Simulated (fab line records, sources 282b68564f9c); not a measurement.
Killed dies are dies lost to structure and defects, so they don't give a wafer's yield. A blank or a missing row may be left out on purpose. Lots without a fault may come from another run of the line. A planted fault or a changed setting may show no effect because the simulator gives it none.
A struck lot beside a sound one | flow rit_cmos | 15 steps out of a route of 202
Sound: wafers L963.1, L963.4, L963.5. Struck: wafer L973.3. (L973.2, L973.4 of the same lot were not struck and are left out.) The cause comes at the end.
At each step with rows: each side's tool, then ch and its chambers, then its first start. Under that, the readings that differ: sound wafers | struck wafers | difference of the means | sigmas: that difference in standard deviations of wafers without a fault.
alike: readings whose means differ by less than 2 such deviations, and words and numbers that are the same on both sides. not compared: withheld readings, readings that some wafer has no value for, bounds like >300 that may hide the same value, and numbers for which the record gives no deviation and whose values overlap.
The two part at a step that has a row with sigmas, a row that says differs or no value, or rows on one side only. Numbers that don't overlap but have no deviation are shown without sigmas and don't part them. A reading that every wafer of one side lacks parts them only if that side has two wafers or more.

RIT_CONTACT_CVD_00: deposits SiO2 from TEOS, target thk 400 nm, time 61 s.
  sound on pecvd-03 ch 0,2, day 4 20:18; struck on pecvd-04 ch 2, day 6 16:06
  reading            | sound       | struck | difference | sigmas
  heater_power_w (W) | 330 312 338 | 465    | +138       | +3
RIT_CONTACT_THK_MEAS_01:
  sound on film_metro-02, day 4 20:21; struck on film_metro-04, day 6 16:10
  alike: CONTACT_TEOS_THK
then, 6 steps without rows for these wafers: RIT_CONTACT_HMDS_02 (prime time 60 s); RIT_CONTACT_COAT_03 (resist thk 1000 nm); RIT_CONTACT_SOFTBAKE_04 (time 60 s); RIT_CONTACT_EXPOSE_05 (exposes mask M11, target cd 1000 nm); RIT_CONTACT_PEB_06; RIT_CONTACT_DEVELOP_07 (develop time 120 s).
RIT_CONTACT_CD_MEAS_08: target cd 1000 nm.
  sound on cd_sem-02, day 4 21:34; struck on cd_sem-02, day 6 17:19
  alike: cd_nm
RIT_CONTACT_OVL_MEAS_09:
  sound on overlay-02, day 4 21:41; struck on overlay-01, day 6 17:26
  alike: CONTACT_OVL
then, 1 step without rows for these wafers: RIT_CONTACT_HARDBAKE_10 (time 60 s).
RIT_CONTACT_ETCH_11: etches SiO2 in CHF3/CF4/Ar, stops on TiSi2, target depth 480 nm, time 320 s.
  sound on rie_diel-03 ch 0,2,3, day 4 21:52; struck on rie_diel-04 ch 0, day 6 17:37
  reading                | sound          | struck | difference | sigmas
  throttle_valve_pct (%) | 8.85 8.83 8.78 | 9.15   | +0.33      | +2
  alike: drypump_motor_current_A, oes_product_au
  not compared: rf_hours_counter_h
RIT_CONTACT_STRIP_12: strips in O2, time 180 s.
  sound on plasma_asher-04 ch 0,1, day 4 22:04; struck on plasma_asher-04 ch 0, day 6 17:48
  reading          | sound             | struck | difference | sigmas
  run_length_s (s) | 208.2 207.9 208.1 | 231.8  | +23.7      | +52
  alike: drypump_motor_current_A
  not compared: rf_hours_counter_h
RIT_CONTACT_CD_MEAS_90: target cd 1000 nm.
  sound on cd_sem-01, day 4 22:14; struck on cd_sem-01, day 6 18:00
  alike: cd_nm
RIT_M1_PROBE_99:
  sound on prober-02, day 5 03:52; struck on prober-02, day 6 22:44
  alike: killed_at_contacts, killed_at_front_end, killed_dies, killed_open, killed_short

WHERE THEY PART
First at RIT_CONTACT_CVD_00; last, within this record, at RIT_CONTACT_STRIP_12. Later steps at which nothing parts them and some readings are alike: RIT_CONTACT_CD_MEAS_90, RIT_M1_PROBE_99.

WHY: what the simulator had put in
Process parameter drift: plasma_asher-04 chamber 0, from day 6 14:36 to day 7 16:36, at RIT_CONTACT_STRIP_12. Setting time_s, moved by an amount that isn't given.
